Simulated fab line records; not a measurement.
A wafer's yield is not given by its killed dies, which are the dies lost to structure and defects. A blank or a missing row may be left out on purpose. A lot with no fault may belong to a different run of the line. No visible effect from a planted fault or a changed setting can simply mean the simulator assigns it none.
fab line records | flow rit_cmos
[record] lots = 6 wafers = 18 last_day = 7
route steps=202 shown NLDD@110 PLDD@114 SPACER@125 NSD@131 PSD@142 M1@202
lots that met no fault: taken from a fault-free run of the same line
start_h: the number of hours between the record's first day and the start of the first shown wafer of the lot | wait_h: how many hours have passed since the lot's step before this one | " unchanged from the row above | L1.1+2: a single row standing in for several wafers | - no value present, or no start provided | * or withheld: withheld | < > ~ a bound
route shown NAME@n: a module of which the file shows steps, and the number in the route of the first | usual: mean/standard deviation taken from wafers without a fault | same: alike in all rows | chamber/n: place in a boat | sites: readings site by site | _std_site: standard deviation across them | _edge_site: outer sites' mean less inner sites' | radius_mm: how far each site lies from the wafer's centre | mask NAME#n: copy n | behind: the most recent tool/chamber to have shaped the wafer | hold: cause of the lot's hold/its duration in hours/its outcome | device: which transistor (n, p or np) failed to switch | end of line: the same wafers' tests at the end of the route | a step given without rows: its recipe and nothing more | killed: not the wafer's yield, but the dies lost to structure and defects at the first sort | map: a wafer's dies, x killed, . not, _ none there
set.NAME: the setting that was run; set.NAME@STEP: the one run at that earlier step | model.NAME: the simulator's own value behind a step, which no gauge read
lots at some steps of the route; a table a step, a row a wafer
services: the hour from which a tool's chamber was out of use, counted from the record's first day as start_h (under 0 if before that day), plus the number of hours and why
[[steps]]
[step RIT_NLDD_HARDBAKE_07]
[recipe] resist = NOVOLAK temp_c = 140 time_s = 60
[step RIT_NLDD_IMPLANT_08]
[recipe] species = P energy_kev = 20 dose_cm2 = 5e+14 tilt_deg = 7
[step RIT_NLDD_STRIP_09]
[recipe] chemistry = O2 time_s = 180 resist = NOVOLAK platen_temp_c = withheld power_w = 500 pressure_mtorr = 4000 o2_flow_sccm = 4000
[usual] drypump_motor_current_A = 5.38/0.27
// columns lot.wafer tool chamber start_h wait_h drypump_motor_current_A rf_hours_counter_h
L947.4 plasma_asher-02 0 63.85 0.1 5.36 -
L947.5 " 1 " " 5.42 -
L947.6 " 0 " " 5.34 -
L950.2 plasma_asher-01 0 76.99 0.1 5.36 43
L950.4 " 1 " " 5.26 -
L950.5 " 0 " " 5.35 -
L955.3 plasma_asher-03 0 111.04 0.1 5.92 -
L955.4 " 1 " " 4.96 -
L955.5 " 0 " " 5.90 -
L956.1 plasma_asher-03 1 113.57 0.1 4.97 47
L956.3 " 1 " " 4.97 -
L956.6 " 0 " " 5.91 -
L963.1 plasma_asher-03 1 141.79 0.1 4.95 51
L963.2 " 0 " " 5.90 51
L963.4 " 0 " " 5.88 -
L966.1 plasma_asher-02 0 160.51 0.1 5.34 38
L966.3 " 0 " " 5.36 -
L966.6 " 0 " " 5.38 -
[step RIT_NLDD_TW_MEAS_10]
[usual] NLDD_TW = 2466/37
// columns lot.wafer tool chamber start_h wait_h NLDD_TW
L947.4 film_metro-01 - 63.99 0.1 2417
L947.5 " - " " 2420
L947.6 " - " " 2423
L950.2 film_metro-01 - 77.17 0.1 2448
L950.4 " - " " 2438
L950.5 " - " " 2432
L955.3 film_metro-02 - 111.18 0.1 2469
L955.4 " - " " 2447
L955.5 " - " " 2470
L956.1 film_metro-04 - 113.74 0.1 2502
L956.3 " - " " 2510
L956.6 " - " " 2517
L963.1 film_metro-04 - 141.97 0.1 2504
L963.2 " - " " 2507
L963.4 " - " " 2492
L966.1 film_metro-01 - 160.69 0.1 2427
L966.3 " - " " 2432
L966.6 " - " " 2429
[step RIT_PLDD_HMDS_00]
[recipe] prime_time_s = 60 prime_temp_c = 140
[step RIT_PLDD_COAT_01]
[recipe] resist = NOVOLAK spin_rpm = 3250 resist_thk_nm = 1000
[step RIT_PLDD_SOFTBAKE_02]
[recipe] resist = NOVOLAK temp_c = 90 time_s = 60
[step RIT_PLDD_EXPOSE_03]
[recipe] mask_id = M8 na = 0.57 target_cd_nm = 40900 dose_mj = 250
[step RIT_PLDD_PEB_04]
[recipe] resist = NOVOLAK temp_c = withheld time_s = withheld
[step RIT_PLDD_DEVELOP_05]
[recipe] resist = NOVOLAK develop_time_s = 50 dev_temp_c = 23
[step RIT_PLDD_OVL_MEAS_06]
[usual] PLDD_OVL = 0.6/1.6
// columns lot.wafer tool chamber start_h wait_h PLDD_OVL[nm]
L947.4 overlay-01 - 65.02 - -1.4
L947.5 " - " " -0.3
L947.6 " - " " -1.7
L950.2 overlay-01 - 78.24 - 3.2
L950.4 " - " " 2.5
L950.5 " - " " 3.3
L955.3 overlay-02 - 112.20 - -1.2
L955.4 " - " " -0.5
L955.5 " - " " -1.1
L956.1 overlay-01 - 116.46 - 2.6
L956.3 " - " " 3.2
L956.6 " - " " 1.8
L963.1 overlay-02 - 143.03 - 1.7
L963.2 " - " " -1.7
L963.4 " - " " -1.0
L966.1 overlay-01 - 161.72 - -0.7
L966.3 " - " " 0.2
L966.6 " - " " 0.0
[step RIT_PLDD_HARDBAKE_07]
[recipe] resist = NOVOLAK temp_c = 140 time_s = 60
[step RIT_PLDD_IMPLANT_08]
[recipe] species = BF2 energy_kev = 20 dose_cm2 = 9e+14 tilt_deg = 7
[usual] beam_energy_keV = 20.000/0.0058
// columns lot.wafer tool chamber start_h wait_h beam_energy_keV model.implant.rp_nm model.implant.drp_nm
L947.4 implanter-04 0 65.44 0.1 20.007 17.39 9.752
L947.5 " 0 " " 20.008 17.39 9.752
L947.6 " 0 " " 19.998 17.39 9.752
L950.2 implanter-04 0 78.44 0.1 20.001 17.35 9.752
L950.4 " 0 " " 20.007 17.35 9.752
L950.5 " 0 " " 19.988 17.35 9.752
L955.3 implanter-04 0 112.43 0.1 15.177 14.12 8.03
L955.4 " 0 " " 15.176 14.12 8.03
L955.5 " 0 " " 15.180 14.12 8.03
L956.1 implanter-04 0 116.67 0.1 15.173 14.25 8.03
L956.3 " 0 " " 15.178 14.25 8.03
L956.6 " 0 " " 15.174 14.25 8.03
L963.1 implanter-01 0 143.22 0.1 20.009 17.03 9.752
L963.2 " 0 " " 20.001 17.03 9.752
L963.4 " 0 " " 20.008 17.03 9.752
L966.1 implanter-03 0 161.91 0.1 19.992 17.33 9.752
L966.3 " 0 " " 19.994 17.33 9.752
L966.6 " 0 " " 19.998 17.33 9.752
[step RIT_PLDD_STRIP_09]
[recipe] chemistry = O2 time_s = 180 resist = NOVOLAK platen_temp_c = withheld power_w = 500 pressure_mtorr = 4000 o2_flow_sccm = 4000
[usual] drypump_motor_current_A = 5.4/0.37
// columns lot.wafer tool chamber start_h wait_h drypump_motor_current_A rf_hours_counter_h
L947.4 plasma_asher-02 1 65.57 0.1 5.4 -
L947.5 " 1 " " 5.4 -
L947.6 " 0 " " 5.4 -
L950.2 plasma_asher-03 0 78.57 0.1 5.9 44
L950.4 " 0 " " 5.9 -
L950.5 " 0 " " 5.9 -
L955.3 plasma_asher-03 1 112.59 0.1 5.0 -
L955.4 " 0 " " 5.9 -
L955.5 " 0 " " 5.9 -
L956.1 plasma_asher-03 1 116.82 0.1 4.9 47
L956.3 " 0 " " 5.9 -
L956.6 " 1 " " 5.0 -
L963.1 plasma_asher-03 1 143.37 0.1 5.0 51
L963.2 " 0 " " 5.9 51
L963.4 " 0 " " 5.9 -
L966.1 plasma_asher-02 0 162.06 0.1 5.4 38
L966.3 " 1 " " 5.4 -
L966.6 " 0 " " 5.4 -
[step RIT_PLDD_TW_MEAS_10]
[usual] PLDD_TW = 2304/30
// columns lot.wafer tool chamber start_h wait_h PLDD_TW
L947.4 film_metro-01 - 65.72 0.1 2297
L947.5 " - " " 2280
L947.6 " - " " 2301
L950.2 film_metro-01 - 78.75 0.1 2305
L950.4 " - " " 2287
L950.5 " - " " 2302
L955.3 film_metro-01 - 112.72 0.1 2119
L955.4 " - " " 2119
L955.5 " - " " 2128
L956.1 film_metro-01 - 116.99 0.1 2120
L956.3 " - " " 2126
L956.6 " - " " 2113
L963.1 film_metro-01 - 143.54 0.1 2273
L963.2 " - " " 2275
L963.4 " - " " 2270
L966.1 film_metro-01 - 162.23 0.1 2294
L966.3 " - " " 2295
L966.6 " - " " 2286
[step RIT_SPACER_CLEAN_00]
[recipe] chemistry = SC1 mix = 3:3:50 time_s = 600 temp_c = 75
[step RIT_SPACER_CLEAN_01]
[recipe] chemistry = dHF dilution = 50:1 time_s = 30
[step RIT_SPACER_CLEAN_02]
[recipe] chemistry = SC2 mix = 3:3:50 time_s = 600 temp_c = 75 dry = n2_spin
[step RIT_SPACER_CVD_03]
[recipe] material = Si3N4 target_thk_nm = 250 temp_c = 810 precursor = SiH2Cl2/NH3 time_s = 3300 pressure_mtorr = 300 sih2cl2_flow_sccm = 60 nh3_flow_sccm = 150
[step RIT_SPACER_THK_MEAS_04]
[recipe] reads = Si3N4_of_SPACER_CVD_03
[usual] SPACER_NITRIDE_THK = 250.1/2.6
// columns lot.wafer tool chamber start_h wait_h SPACER_NITRIDE_THK[nm]
L947.4 film_metro-04 - 68.09 0.0 255.1
L947.5 " - " " 253.3
L947.6 " - " " 254.0
L950.2 film_metro-02 - 81.10 0.0 255.3
L950.4 " - " " 255.3
L950.5 " - " " 255.2
L955.3 film_metro-04 - 115.07 0.0 247.8
L955.4 " - " " 244.8
L955.5 " - " " 248.7
L956.1 film_metro-03 - 120.45 0.0 249.1
L956.3 " - " " 249.6
L956.6 " - " " 251.6
L963.1 film_metro-02 - 145.89 0.0 248.9
L963.2 " - " " 250.8
L963.4 " - " " 249.2
L966.1 film_metro-03 - 164.58 0.0 249.3
L966.3 " - " " 247.9
L966.6 " - " " 248.0
[step RIT_SPACER_ETCHBACK_05]
[recipe] target_depth_a = 2500 SF6_flow_sccm = 30 CHF3_flow_sccm = 30 target = Si3N4 chemistry = SF6/CHF3 pressure_mtorr = 40 rf_w = 250 time_s = 240 stop_on = SiO2
[usual] drypump_motor_current_A = 5.5/0.51 oes_product_au = 0.842/0.016 throttle_valve_pct = 10.26/0.12
// columns lot.wafer tool chamber start_h wait_h drypump_motor_current_A oes_product_au rf_hours_counter_h throttle_valve_pct
L947.4 rie_diel-01 1 68.12 0.0 6.1 0.829 137 10.09
L947.5 " 2 " " 5.4 0.852 - 10.30
L947.6 " 3 " " 4.6 0.842 - 10.42
L950.2 rie_diel-02 2 81.15 0.0 5.2 0.859 118 10.26
L950.4 " 1 " " 6.2 0.863 159 10.09
L950.5 " 2 " " 5.2 0.863 - 10.25
L955.3 rie_diel-01 3 115.11 0.0 4.7 0.828 115 10.41
L955.4 " 1 " " 6.1 0.808 138 10.09
L955.5 " 1 " " 6.1 0.813 - 10.09
L956.1 rie_diel-01 1 120.51 0.1 6.1 0.820 138 10.07
L956.3 " 0 " " 5.9 0.837 90 10.22
L956.6 " 2 " " 5.4 0.850 - 10.29
L963.1 rie_diel-02 1 145.95 0.1 6.2 0.852 0 10.05
L963.2 " 2 " " 5.2 0.848 120 10.26
L963.4 " 3 " " 5.0 0.868 6 10.26
L966.1 rie_diel-02 1 164.64 0.1 6.2 0.850 1 10.06
L966.3 " 0 " " 5.1 0.859 79 10.44
L966.6 " 0 " " 5.1 0.854 - 10.43
[step RIT_NSD_HMDS_00]
[recipe] prime_time_s = 60 prime_temp_c = 140
[step RIT_NSD_COAT_01]
[recipe] resist = NOVOLAK spin_rpm = 3250 resist_thk_nm = 1000
[step RIT_NSD_SOFTBAKE_02]
[recipe] resist = NOVOLAK temp_c = 90 time_s = 60
[step RIT_NSD_EXPOSE_03]
[recipe] mask_id = M9 na = 0.57 target_cd_nm = 40700 dose_mj = 250
[step RIT_NSD_PEB_04]
[recipe] resist = NOVOLAK temp_c = withheld time_s = withheld
[step RIT_NSD_DEVELOP_05]
[recipe] resist = NOVOLAK develop_time_s = 50 dev_temp_c = 23
[step RIT_NSD_OVL_MEAS_06]
[usual] NSD_OVL = -0.3/1.5
// columns lot.wafer tool chamber start_h wait_h NSD_OVL[nm]
L947.4 overlay-01 - 69.26 - -1.0
L947.5 " - " " -1.6
L947.6 " - " " 0.8
L950.2 overlay-01 - 82.28 - -0.7
L950.4 " - " " -0.6
L950.5 " - " " -3.5
L955.3 overlay-02 - 116.28 - -1.6
L955.4 " - " " -3.0
L955.5 " - " " -0.4
L956.1 overlay-01 - 121.67 - 1.2
L956.3 " - " " 3.0
L956.6 " - " " 1.2
L963.1 overlay-02 - 147.06 - 1.7
L963.2 " - " " 1.2
L963.4 " - " " -0.5
L966.1 overlay-02 - 165.67 - -0.9
L966.3 " - " " 1.0
L966.6 " - " " -0.4
[step RIT_NSD_HARDBAKE_07]
[recipe] resist = NOVOLAK temp_c = 140 time_s = 60
[step RIT_NSD_IMPLANT_08]
[recipe] species = P energy_kev = 25 dose_cm2 = 1e+15 tilt_deg = 7
[step RIT_NSD_STRIP_09]
[recipe] chemistry = O2 time_s = 180 resist = NOVOLAK platen_temp_c = withheld power_w = 500 pressure_mtorr = 4000 o2_flow_sccm = 4000
[usual] drypump_motor_current_A = 5.42/0.23
// columns lot.wafer tool chamber start_h wait_h drypump_motor_current_A rf_hours_counter_h
L947.4 plasma_asher-04 1 69.64 0.1 5.18 -
L947.5 " 0 " " 5.95 -
L947.6 " 1 " " 5.18 -
L950.2 plasma_asher-01 0 82.61 0.1 5.30 43
L950.4 " 0 " " 5.33 -
L950.5 " 1 " " 5.27 -
L955.3 plasma_asher-02 1 116.90 0.2 5.36 -
L955.4 " 0 " " 5.37 -
L955.5 " 0 " " 5.40 -
L956.1 plasma_asher-04 1 122.01 0.1 5.20 47
L956.3 " 0 " " 5.94 -
L956.6 " 1 " " 5.23 -
L963.1 plasma_asher-04 1 147.40 0.1 5.21 50
L963.2 " 0 " " 5.94 50
L963.4 " 1 " " 5.23 -
L966.1 plasma_asher-01 1 166.01 0.1 5.25 5
L966.3 " 1 " " 5.25 -
L966.6 " 1 " " 5.28 -
[step RIT_NSD_TW_MEAS_10]
[usual] NSD_TW = 3101/46
// columns lot.wafer tool chamber start_h wait_h NSD_TW
L947.4 film_metro-04 - 69.79 0.1 3141
L947.5 " - " " 3145
L947.6 " - " " 3139
L950.2 film_metro-04 - 82.79 0.1 3175
L950.4 " - " " 3154
L950.5 " - " " 3166
L955.3 film_metro-04 - 117.04 0.1 3158
L955.4 " - " " 3149
L955.5 " - " " 3155
L956.1 film_metro-04 - 122.18 0.1 3133
L956.3 " - " " 3139
L956.6 " - " " 3144
L963.1 film_metro-01 - 147.57 0.1 3035
L963.2 " - " " 3023
L963.4 " - " " 3037
L966.1 film_metro-04 - 166.18 0.1 3164
L966.3 " - " " 3161
L966.6 " - " " 3154
[step RIT_PSD_HMDS_00]
[recipe] prime_time_s = 60 prime_temp_c = 140
[step RIT_PSD_COAT_01]
[recipe] resist = NOVOLAK spin_rpm = 3250 resist_thk_nm = 1000
[step RIT_PSD_SOFTBAKE_02]
[recipe] resist = NOVOLAK temp_c = 90 time_s = 60
[step RIT_PSD_EXPOSE_03]
[recipe] mask_id = M10 na = 0.57 target_cd_nm = 40900 dose_mj = 250
[step RIT_PSD_PEB_04]
[recipe] resist = NOVOLAK temp_c = withheld time_s = withheld
[step RIT_PSD_DEVELOP_05]
[recipe] resist = NOVOLAK develop_time_s = 50 dev_temp_c = 23
[step RIT_PSD_OVL_MEAS_06]
[usual] PSD_OVL = -0.6/1.6
// columns lot.wafer tool chamber start_h wait_h PSD_OVL[nm]
L947.4 overlay-01 - 70.81 - -2.3
L947.5 " - " " -0.6
L947.6 " - " " -0.5
L950.2 overlay-01 - 83.70 - -2.5
L950.4 " - " " -4.1
L950.5 " - " " -3.9
L955.3 overlay-02 - 118.07 - -0.1
L955.4 " - " " -1.2
L955.5 " - " " -1.2
L956.1 overlay-01 - 123.38 - -5.1
L956.3 " - " " -1.4
L956.6 " - " " -1.2
L963.1 overlay-02 - 148.48 - -1.5
L963.2 " - " " -0.8
L963.4 " - " " -2.4
L966.1 overlay-01 - 167.10 - 0.6
L966.3 " - " " -0.6
L966.6 " - " " -0.6
[step RIT_PSD_HARDBAKE_07]
[recipe] resist = NOVOLAK temp_c = 140 time_s = 60
[step RIT_PSD_IMPLANT_08]
[recipe] species = BF2 energy_kev = 27 dose_cm2 = 5e+15 tilt_deg = 7
[step RIT_PSD_STRIP_09]
[recipe] chemistry = O2 time_s = 180 resist = NOVOLAK platen_temp_c = withheld power_w = 500 pressure_mtorr = 4000 o2_flow_sccm = 4000
[usual] drypump_motor_current_A = 5.5/0.36
// columns lot.wafer tool chamber start_h wait_h drypump_motor_current_A rf_hours_counter_h
L947.4 plasma_asher-04 0 71.19 0.1 5.9 -
L947.5 " 1 " " 5.2 -
L947.6 " 0 " " 6.0 -
L950.2 plasma_asher-04 1 84.03 0.1 5.2 43
L950.4 " 0 " " 5.9 -
L950.5 " 1 " " 5.2 -
L955.3 plasma_asher-03 0 118.45 0.1 5.9 -
L955.4 " 1 " " 5.0 -
L955.5 " 1 " " 5.0 -
L956.1 plasma_asher-03 0 123.72 0.1 5.9 48
L956.3 " 1 " " 4.9 -
L956.6 " 0 " " 5.9 -
L963.1 plasma_asher-04 0 148.82 0.1 5.9 51
L963.2 " 1 " " 5.2 51
L963.4 " 1 " " 5.2 -
L966.1 plasma_asher-01 1 167.58 0.1 5.3 6
L966.3 " 1 " " 5.3 -
L966.6 " 0 " " 5.3 -
[step RIT_SDANNEAL_RS_MEAS_06]
[recipe] thk_meas_gauge = four-point-probe
[usual] PLDD_RS = 178.4/0.54
// columns lot.wafer tool chamber start_h wait_h PLDD_RS[ohm/sq]
L947.4 film_metro-04 - 72.12 0.1 177.9
L947.5 " - " " 177.3
L947.6 " - " " 178.3
L950.2 film_metro-01 - 84.96 0.1 179.0
L950.4 " - " " 179.0
L950.5 " - " " 179.3
L955.3 film_metro-04 - 119.33 0.1 196.3
L955.4 " - " " 195.5
L955.5 " - " " 196.2
L956.1 film_metro-01 - 124.65 0.1 197.0
L956.3 " - " " 197.3
L956.6 " - " " 197.7
L963.1 film_metro-02 - 149.72 0.1 179.1
L963.2 " - " " 178.8
L963.4 " - " " 179.1
L966.1 film_metro-01 - 168.48 0.1 178.4
L966.3 " - " " 178.2
L966.6 " - " " 178.1
[step RIT_M1_PROBE_99]
[usual] killed_at_contacts = 0.1/0.31 killed_at_front_end = 6.8/2.7 killed_dies = 6.9/2.7 killed_open = 3.3/1.8 killed_short = 3.5/1.8
[same] gross_dies = 264 killed_at_M0_to_M3 = 0 killed_at_M4_up = 0 killed_at_back_side = 0 killed_at_other = 0
// columns lot.wafer tool chamber start_h wait_h killed_at_contacts killed_at_front_end killed_dies killed_open killed_short model.etest.pmos_turned.r_on_ohm_um model.etest.pmos_0p3.r_on_ohm_um model.etest.pmos_0p15.r_on_ohm_um model.etest.pldd.rs_ohm_sq model.etest.pldd.line_ohm_um model.etest.pmos_turned.drive_ua_um model.etest.pmos_0p15.drive_ua_um model.etest.pmos_narrow.drive_ua_um
L947.4 prober-01 - 80.76 0.2 0 8 8 4 4 3447 6199 2750 514.3 160.8 190.1 253.8 106
L947.5 prober-01 - 80.81 0.2 1 11 12 7 5 3338 6069 2704 502.7 154.7 196 262.2 107.5
L947.6 prober-01 - 80.86 0.2 0 11 11 5 6 3317 6082 2651 514.4 163 195.3 268.4 106.6
L950.2 prober-02 - 92.11 0.1 1 5 6 3 3 3549 6375 2884 508.2 161.5 182.7 244.6 99.62
L950.4 prober-02 - 92.21 0.2 1 2 3 0 3 3518 6438 2854 508.5 161.2 182 244.7 97.71
L950.5 prober-02 - 92.26 0.2 0 7 7 3 4 3523 6359 2865 501.9 156.9 185.8 247.5 100
L955.3 prober-02 - 127.08 0.2 0 8 8 5 3 5183 7052 3695 1077 340.5 104.1 193.9 93.14
L955.4 prober-02 - 127.13 0.2 0 5 5 4 1 5040 7039 3614 1050 329.3 108 197 94.25
L955.5 prober-02 - 127.18 0.2 0 4 4 2 2 5410 7154 3777 1182 366.6 96.45 188.4 92.69
L956.1 prober-01 - 131.68 0.1 0 11 11 4 7 4455 6934 3364 844.9 263 127.5 208.4 92.35
L956.3 prober-01 - 131.78 0.2 0 9 9 2 4 4501 6978 3420 834.6 262.9 127.7 202.6 90.09
L956.6 prober-01 - 131.93 0.2 0 9 9 6 3 4537 6842 3394 893.6 277.8 126.8 209.1 94.67
L963.1 prober-02 - 156.84 0.1 0 11 11 5 6 3329 6188 2691 498.4 155 197.2 262.8 104.5
L963.2 prober-02 - 156.89 0.1 0 13 13 8 5 3471 6335 2835 493.4 155.1 191.5 250.1 100.7
L963.4 prober-02 - 156.99 0.2 0 3 3 2 1 3452 6408 2773 507.7 161 189.7 253.1 99.8
L966.1 prober-01 - 176.04 0.1 0 10 10 5 5 3381 6228 2692 489.9 155.1 193.8 260.6 102.9
L966.3 prober-01 - 176.14 0.2 0 3 3 2 1 3414 6188 2750 487.1 156.5 196.8 265.1 103.1
L966.6 prober-01 - 176.29 0.2 0 9 9 2 7 3443 6296 2780 502.2 160.1 186.9 254.5 100.1
// killed by level:class
L947.4 GATE:geometric_particle:open=3 SPACER:geometric_particle:short=2 FOX2:geometric_particle:short=1 REOX:geometric_particle:short=1 SPACER:geometric_particle:open=1
L947.5 SPACER:geometric_particle:open=3 REOX:geometric_particle:open=2 SPACER:geometric_particle:short=2 GATE:geometric_particle:open=1 GATE:geometric_particle:short=1 REOX:geometric_particle:short=1 SILICIDE:geometric_particle:short=1 CONTACT:geometric_particle:open=1
L947.6 GATE:geometric_particle:open=2 GATE:geometric_particle:short=2 SILICIDE:geometric_particle:short=2 FOX1:geometric_particle:open=1 FOX1:geometric_particle:short=1 FOX2:geometric_particle:short=1 REOX:geometric_particle:open=1 SILICIDE:geometric_particle:open=1
L950.2 GATE:geometric_particle:short=1 GATE:geometric_particle:open=1 REOX:geometric_particle:short=1 REOX:geometric_particle:open=1 SILICIDE:geometric_particle:open=1 CONTACT:geometric_particle:short=1
L950.4 FOX1:geometric_particle:short=1 REOX:geometric_particle:short=1 CONTACT:geometric_particle:short=1
L950.5 SILICIDE:geometric_particle:short=2 FOX1:geometric_particle:open=1 GATE:geometric_particle:short=1 REOX:geometric_particle:open=1 REOX:geometric_particle:short=1 SPACER:geometric_particle:open=1
L955.3 GATE:geometric_particle:open=3 GATE:geometric_particle:short=2 REOX:geometric_particle:open=1 SPACER:geometric_particle:open=1 SPACER:geometric_particle:short=1
L955.4 GATE:geometric_particle:open=2 FOX2:geometric_particle:open=1 SPACER:geometric_particle:open=1 SILICIDE:geometric_particle:short=1
L955.5 GATE:geometric_particle:open=2 REOX:geometric_particle:short=1 SILICIDE:geometric_particle:short=1
L956.1 GATE:geometric_particle:short=3 FOX1:geometric_particle:short=2 FOX2:geometric_particle:open=2 FOX2:geometric_particle:short=2 FOX1:geometric_particle:open=1 GATE:geometric_particle:open=1
L956.3 NWELL:coat_microbubble_printed=3 SILICIDE:geometric_particle:short=2 FOX2:geometric_particle:open=1 GATE:geometric_particle:open=1 GATE:geometric_particle:short=1 SPACER:geometric_particle:short=1
L956.6 GATE:geometric_particle:short=2 GATE:geometric_particle:open=2 FOX1:geometric_particle:open=1 FOX2:geometric_particle:open=1 REOX:geometric_particle:open=1 SPACER:geometric_particle:short=1 SILICIDE:geometric_particle:open=1
L963.1 GATE:geometric_particle:short=4 GATE:geometric_particle:open=3 FOX2:geometric_particle:open=1 REOX:geometric_particle:open=1 REOX:geometric_particle:short=1 SPACER:geometric_particle:short=1
L963.2 GATE:geometric_particle:short=4 GATE:geometric_particle:open=3 SILICIDE:geometric_particle:open=3 REOX:geometric_particle:open=1 SPACER:geometric_particle:open=1 SPACER:geometric_particle:short=1
L963.4 FOX1:geometric_particle:open=1 GATE:geometric_particle:short=1 SILICIDE:geometric_particle:open=1
L966.1 FOX1:geometric_particle:short=2 FOX2:geometric_particle:short=2 FOX2:geometric_particle:open=2 GATE:geometric_particle:short=1 GATE:geometric_particle:open=1 REOX:geometric_particle:open=1 SILICIDE:geometric_particle:open=1
L966.3 FOX1:geometric_particle:short=1 REOX:geometric_particle:open=1 SILICIDE:geometric_particle:open=1
L966.6 FOX2:geometric_particle:short=3 GATE:geometric_particle:short=2 GATE:geometric_particle:open=2 FOX1:geometric_particle:short=1 REOX:geometric_particle:short=1
[[services]]
// columns tool chamber start_h hours kind
rie_diel-01 3 73.26 4.4 repair
rie_diel-02 1 93.04 - clean
rie_diel-02 1 93.04 23.1 scheduled_down
rie_diel-02 1 93.04 23.1 vent_cycle
rie_diel-02 3 94.80 23.1 repair
rie_diel-02 - 106.12 14.6 pm
plasma_asher-01 - 108.75 9.0 pm
plasma_asher-01 0 108.75 9.0 vent_cycle
plasma_asher-01 1 108.75 9.0 vent_cycle
plasma_asher-04 - 116.28 1.5 repair
implanter-03 - 116.40 1.4 repair
plasma_asher-01 0 117.75 - clean
plasma_asher-01 1 117.75 - clean
implanter-03 - 137.17 4.1 pm
rie_diel-02 2 156.47 4.8 repair
plasma_asher-04 - 166.07 2.9 repair
[[key]]
[first_sign] step = RIT_PLDD_IMPLANT_08 reading = beam_energy_keV direction = down sigmas = 99+ usual = 20.000 struck = 15.176
[effect] step = RIT_PLDD_TW_MEAS_10 reading = PLDD_TW direction = down sigmas = 6.2 usual = 2304 struck = 2121
[effect] step = RIT_SDANNEAL_RS_MEAS_06 reading = PLDD_RS direction = up sigmas = 34 usual = 178.4 struck = 196.7
[model_effect] step = RIT_PLDD_IMPLANT_08 value = implant.rp_nm without = 17.61 struck = 14.19
[model_effect] step = RIT_M1_PROBE_99 value = etest.pmos_turned.r_on_ohm_um without = 3433 struck = 4854
met_at RIT_PLDD_IMPLANT_08
struck_wafers L955.3,L955.4,L955.5,L956.1,L956.3,L956.6
tester_left_out L955,L956
onset_between 78.44 112.43
[fault] kind = process_parameter_drift tool = implanter-04 chamber = - onset_h = 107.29 steps = RIT_PLDD_IMPLANT_08 channel = energy_kev offset = -4.8218 shape = step end_h = 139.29 acts_in = these_recipes_only stated = 20
// tester_left_out: of these lots the tester's yield and bins aren't shown, on N5 and GAA mostly nor the transistor test; their killed dies are dies lost to structure and defects alone, not to doping, threshold or leakage, so they don't give the yield
